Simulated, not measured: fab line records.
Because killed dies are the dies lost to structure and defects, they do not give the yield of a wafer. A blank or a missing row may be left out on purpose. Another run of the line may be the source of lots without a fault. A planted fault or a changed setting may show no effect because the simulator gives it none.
Which tool did it? / flow rit_cmos / Sampling: 14 lots, 42 wafers, 2 of 202 route steps

WHAT THE GAUGES SHOWED, per wafer
RIT_WELLDRIVE_RS_MEAS_01: measures by four-point-probe. Usual: NWELL_RS 275.5 ohm/sq, standard deviation 0.85.
lot=L585; measured=day 2 15:01; on=film_metro-01; NWELL_RS (ohm/sq)=275.7 275.2 275.7; flag=
lot=L586; measured=day 2 17:51; on=film_metro-04; NWELL_RS (ohm/sq)=275.3 275.0 275.4; flag=
lot=L588; measured=day 3 05:29; on=film_metro-01; NWELL_RS (ohm/sq)=275.9 275.9 276.1; flag=
lot=L591; measured=day 4 00:57; on=film_metro-01; NWELL_RS (ohm/sq)=277.1 276.3 277.0; flag=
lot=L592; measured=day 4 05:08; on=film_metro-04; NWELL_RS (ohm/sq)=275.6 275.4 276.2; flag=
lot=L593; measured=day 4 08:40; on=film_metro-04; NWELL_RS (ohm/sq)=275.9 276.1 276.0; flag=
lot=L595; measured=day 4 16:45; on=film_metro-02; NWELL_RS (ohm/sq)=274.3 274.8 274.2; flag=
lot=L596; measured=day 4 18:01; on=film_metro-04; NWELL_RS (ohm/sq)=273.9 273.7 274.8; flag=
lot=L597; measured=day 4 23:25; on=film_metro-04; NWELL_RS (ohm/sq)=274.8 274.7 275.1; flag=
lot=L599; measured=day 5 13:59; on=film_metro-04; NWELL_RS (ohm/sq)=276.0 276.4 276.4; flag=
lot=L601; measured=day 6 01:29; on=film_metro-01; NWELL_RS (ohm/sq)=276.7 276.0 276.1; flag=
lot=L602; measured=day 6 04:01; on=film_metro-04; NWELL_RS (ohm/sq)=259.8 259.3 259.8; flag=OFF
lot=L605; measured=day 6 23:56; on=film_metro-02; NWELL_RS (ohm/sq)=259.8 260.8 260.1; flag=OFF
lot=L607; measured=day 7 14:04; on=film_metro-01; NWELL_RS (ohm/sq)=276.8 276.8 276.8; flag=

TOOL THAT RAN EACH LOT (tool first, then ch and the chambers of the sampled wafers, then the start)
lot=L585; RIT_NWELL_IMPLANT_08=implanter-03 ch 0, day 2 06:35
lot=L586; RIT_NWELL_IMPLANT_08=implanter-03 ch 0, day 2 09:05
lot=L588; RIT_NWELL_IMPLANT_08=implanter-04 ch 0, day 2 22:29
lot=L591; RIT_NWELL_IMPLANT_08=implanter-04 ch 0, day 3 17:23
lot=L592; RIT_NWELL_IMPLANT_08=implanter-02 ch 0, day 3 20:51
lot=L593; RIT_NWELL_IMPLANT_08=implanter-04 ch 0, day 3 23:45
lot=L595; RIT_NWELL_IMPLANT_08=implanter-03 ch 0, day 4 09:36
lot=L596; RIT_NWELL_IMPLANT_08=implanter-04 ch 0, day 4 11:00
lot=L597; RIT_NWELL_IMPLANT_08=implanter-03 ch 0, day 4 15:00
lot=L599; RIT_NWELL_IMPLANT_08=implanter-04 ch 0, day 5 03:12
lot=L601; RIT_NWELL_IMPLANT_08=implanter-04 ch 0, day 5 17:33
lot=L602; RIT_NWELL_IMPLANT_08=implanter-03 ch 0, day 5 20:59
lot=L605; RIT_NWELL_IMPLANT_08=implanter-03 ch 0, day 6 14:36
lot=L607; RIT_NWELL_IMPLANT_08=implanter-02 ch 0, day 7 06:28
- RIT_NWELL_IMPLANT_08

WHAT THE TOOLS THEMSELVES READ (means of the sampled wafers that have a number; where no wafer has one, the mark that the record gives instead)
RIT_NWELL_IMPLANT_08. Usual: dose_ions_cm2 5e+13, standard deviation 5.6e+10; end_station_pressure_torr 5.14e-06 Torr, standard deviation 2.8e-07; faraday_current_uA 159, standard deviation 3.3.
lot=L585; tool=implanter-03; dose_ions_cm2=5e+13; end_station_pressure_torr (Torr)=5.28e-06; faraday_current_uA=161; flag=
lot=L586; tool=implanter-03; dose_ions_cm2=5e+13; end_station_pressure_torr (Torr)=5.45e-06; faraday_current_uA=163; flag=
lot=L588; tool=implanter-04; dose_ions_cm2=5e+13; end_station_pressure_torr (Torr)=5.28e-06; faraday_current_uA=159; flag=
lot=L591; tool=implanter-04; dose_ions_cm2=5e+13; end_station_pressure_torr (Torr)=5.12e-06; faraday_current_uA=159; flag=
lot=L592; tool=implanter-02; dose_ions_cm2=5e+13; end_station_pressure_torr (Torr)=5.16e-06; faraday_current_uA=157; flag=
lot=L593; tool=implanter-04; dose_ions_cm2=5e+13; end_station_pressure_torr (Torr)=5.19e-06; faraday_current_uA=160; flag=
lot=L595; tool=implanter-03; dose_ions_cm2=5e+13; end_station_pressure_torr (Torr)=4.90e-06; faraday_current_uA=157; flag=
lot=L596; tool=implanter-04; dose_ions_cm2=5e+13; end_station_pressure_torr (Torr)=5.30e-06; faraday_current_uA=158; flag=
lot=L597; tool=implanter-03; dose_ions_cm2=5e+13; end_station_pressure_torr (Torr)=5.04e-06; faraday_current_uA=158; flag=
lot=L599; tool=implanter-04; dose_ions_cm2=5e+13; end_station_pressure_torr (Torr)=5.19e-06; faraday_current_uA=158; flag=
lot=L601; tool=implanter-04; dose_ions_cm2=5e+13; end_station_pressure_torr (Torr)=5.24e-06; faraday_current_uA=157; flag=
lot=L602; tool=implanter-03; dose_ions_cm2=6e+13; end_station_pressure_torr (Torr)=5.23e-06; faraday_current_uA=181; flag=OFF
lot=L605; tool=implanter-03; dose_ions_cm2=6e+13; end_station_pressure_torr (Torr)=5.20e-06; faraday_current_uA=173; flag=OFF
lot=L607; tool=implanter-02; dose_ions_cm2=5e+13; end_station_pressure_torr (Torr)=5.07e-06; faraday_current_uA=153; flag=

THE ANSWER, worked out from the rows above alone
Rule: a lot counts as off when the mean over its wafers that have a number is more than 3 standard deviations away from the usual mean. Also off: a lot with no number at a reading for which 4 or more lots have one. Where the step has rows for the other lots, those lots are counted as sound. The gauges are gone through in route order, then the tools' own readings, and for those a lot's mean is taken as printed above. At the first step where some lot is off, the reading lying furthest off is the one used; lots without a number count as furthest.
Off: L602, L605, seen at RIT_WELLDRIVE_RS_MEAS_01 (NWELL_RS).
If a tool, at a process step before that reading, ran all the lots that are off and no sound lot after the first of them, it fits. The gauges at RIT_WELLDRIVE_RS_MEAS_01 aren't tried: what is off there is off at RIT_NWELL_IMPLANT_08 too, on other tools, and a gauge's error can't cause that. One fits: implanter-03 at RIT_NWELL_IMPLANT_08. A fault onset in the window from L597 (day 4 15:00, its last sound lot) to L602 (day 5 20:59, its first lot off) fits.
The tool's own readings at RIT_NWELL_IMPLANT_08 bear it out: on the lots that are off they differ by more than 5 times the standard deviation of the sound lots' means. dose_ions_cm2 reads 6e+13 there against 5e+13 on the sound lots; faraday_current_uA reads 177 there against 158 on the sound lots.

WHAT THE SIMULATOR HAD PUT IN
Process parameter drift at RIT_NWELL_IMPLANT_08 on implanter-03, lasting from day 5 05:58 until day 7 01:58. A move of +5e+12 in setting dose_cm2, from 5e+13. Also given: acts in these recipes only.
Struck lots among those shown: L602, L605. The rule above found the same.
